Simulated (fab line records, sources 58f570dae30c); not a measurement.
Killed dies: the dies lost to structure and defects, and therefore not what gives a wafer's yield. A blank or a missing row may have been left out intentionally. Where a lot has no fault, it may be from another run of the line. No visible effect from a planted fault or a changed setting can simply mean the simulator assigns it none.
Struck lot and sound lot, side by side | flow berkeleyCmos170 | 16 steps out of a route of 331
Sound: these wafers, L788.1, L788.5, L788.6. Wafers L778.2, L778.5, L778.6 were the ones struck. At the end, the cause is stated.
Order at every step that has rows: each side's tool, ch and its chambers, its first start. Under that, the readings that differ: sound wafers | struck wafers | difference of the means | sigmas: that difference in standard deviations of wafers without a fault.
alike: same words and numbers on both sides, and readings whose means sit less than 2 such deviations apart. not compared: any withheld reading, any reading some wafer has no value for, any bound like >300 that may hide the same value, and any number with overlapping values for which the record gives no deviation.
The two part at a step that has a row with sigmas, a row that says differs or no value, or rows on one side only. Non-overlapping numbers with no deviation appear without sigmas and do not part them. Lack of a reading on every wafer of one side parts them only where that side has two or more wafers.

first, 3 steps without rows for these wafers: UCB170_PWELL_EXPOSE_10 (exposes mask PWELL, target cd 3000 nm); UCB170_PWELL_PEB_11; UCB170_PWELL_DEVELOP_12 (develop time 43.91 s).
UCB170_PWELL_OVL_MEAS_13:
  sound on overlay-01 at day 8 02:32; struck on overlay-02 at day 5 19:04
  alike: PWELL_OVL
UCB170_PWELL_ETCH_14: etches Si3N4 in CH3F/Ar/O2, stops on SiO2, target depth 242 nm, time 151 s.
  sound on rieDiel-04 ch 0,2,3, day 8 02:34; struck on rieDiel-02 ch 0,1,3, day 5 19:06
  alike: drypumpMotorCurrentA, oesProductAu, throttleValvePct
  not compared: rfHoursCounterH
following that, these wafers have no rows for 1 step: UCB170_PWELL_IMPLANT_15.
UCB170_PWELL_STRIP_16: strips in O2.
  sound on plasmaAsher-01 ch 0,1, day 8 02:49; struck on plasmaAsher-02 ch 0,1, day 5 19:21
  alike: drypumpMotorCurrentA, oesProductAu, stripTimeToEndpointS
  not compared: rfHoursCounterH
UCB170_PWELL_TW_MEAS_17:
  sound on filmMetro-02 at day 8 02:55; struck on filmMetro-01 at day 5 19:28
  alike: PWELL_TW
then, 4 steps without rows for these wafers: UCB170_PWELL_CLEAN_18 (cleans in SPM, time 600 s); UCB170_PWELL_WET_ETCH_19 (etches Si3N4 in H3PO4, time 14400 s); UCB170_PWELL_WET_ETCH_20 (etches SiO2 in BOE, time 22 s); UCB170_WELLDRIVE_CLEAN_00 (cleans in SPM, time 600 s).
UCB170_WELLDRIVE_OXIDATION_01: target thk 199 nm, ox time 9000 s.
  sound on furnace-04 ch 0, day 8 14:16; struck on furnace-01 ch 0, day 6 04:43
reading                                         | sound                | struck               | difference | sigmas
spikeTcCentreC (C)                              | 1100.7 1101.4 1101.6 | 1121.7 1119.5 1120.6 | +19.4      | +15
spikeTcLoadC (C)                                | 1134 1133 1132       | 1145 1142 1145       | +11        | +3
spikeTcSourceC (C)                              | 1131.0 1130.6 1129.4 | 1147.1 1145.6 1147.0 | +16.2      | +8
tubeCenterTempC (C)                             | 1100.1 1100.1 1100   | 1120 1120 1120.1     | +20        | +99 or more
tube_center_temp_C_max                          | 1103.1 1102.9 1102.8 | 1123.4 1122.8 1122.9 | +20.1      | +43
model.SiO2_of_WELLDRIVE_OXIDATION_01.thkNm (nm) | 196.1 194.9 197.7    | 222.5 218.9 218.5    | +23.7      | 
  alike: zonePowerLoadPct, zonePowerSourcePct
UCB170_WELLDRIVE_THK_MEAS_02:
  sound on filmMetro-03 at day 8 17:46; struck on filmMetro-01 at day 6 08:13
reading                  | sound       | struck      | difference | sigmas
WELLDRIVE_OXIDE_THK (nm) | 196 195 198 | 222 219 218 | +23        | +6
then, 1 step without rows for these wafers: UCB170_WELLDRIVE_ANNEAL_03 (time 900 s).
UCB170_M3_PROBE_99:
  sound wafers here have rows in the record (prober-02, day 14 02:22); struck ones have none

## WHERE THEY PART
At UCB170_WELLDRIVE_OXIDATION_01 first; at UCB170_M3_PROBE_99 last (within this record only).

WHY: what the simulator had put in
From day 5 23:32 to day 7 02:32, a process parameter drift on furnace-01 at UCB170_WELLDRIVE_OXIDATION_01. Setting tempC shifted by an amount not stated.
